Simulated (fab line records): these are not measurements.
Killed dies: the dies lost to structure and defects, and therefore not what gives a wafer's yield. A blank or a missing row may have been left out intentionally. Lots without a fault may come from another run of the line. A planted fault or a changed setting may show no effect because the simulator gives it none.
Which tool was responsible? ; flow berkeleyCmos170 ; at 1 step of a route of 331, 7 lots with 21 wafers sampled

## WHAT EACH GAUGE READ, for each wafer
UCB170_CONTACT_CD_MEAS_15 targets a cd of 700 nm.
lot;measured;on;cdNm (nm)
L827;day 8 18:20;cdSem-02;698.6 701.3 700.9
L832;day 9 03:23;cdSem-02;700.4 699.4 699.9
L831;day 9 04:16;cdSem-02;696.9 696.6 697.5
L836;day 10 19:30;cdSem-02;698.6 699.3 698.7
L835;day 10 21:44;cdSem-01;700.3 701.4 701.8
L843;day 12 04:38;cdSem-02;699.2 700.5 699.8
L849;day 13 03:16;cdSem-02;702.5 701.5 701.7

## EACH LOT AND THE TOOL THAT RAN IT (in order: tool; ch and the chambers of the sampled wafers; start)
No process step before these readings appears in the record.

## THE ANSWER, worked out from the rows above alone
Rule: the usual values come from the lots themselves. The widest of any qualifying gaps counts: lots, ordered by their means at a reading, are off when they make up no more than a third of the lots, leave a main group of 4 or more, and stand apart from it by 3 or more times the standard deviation of that group's means. Not used: any main group whose means are identical at the precision the tables above print for the reading. A lot without any number at a reading at which 4 lots or more have one is off too. Where the step has rows for the other lots, those lots are counted as sound.
No lot is off at any reading shown: from this, nothing can be told.

## WHAT WAS PUT IN BY THE SIMULATOR
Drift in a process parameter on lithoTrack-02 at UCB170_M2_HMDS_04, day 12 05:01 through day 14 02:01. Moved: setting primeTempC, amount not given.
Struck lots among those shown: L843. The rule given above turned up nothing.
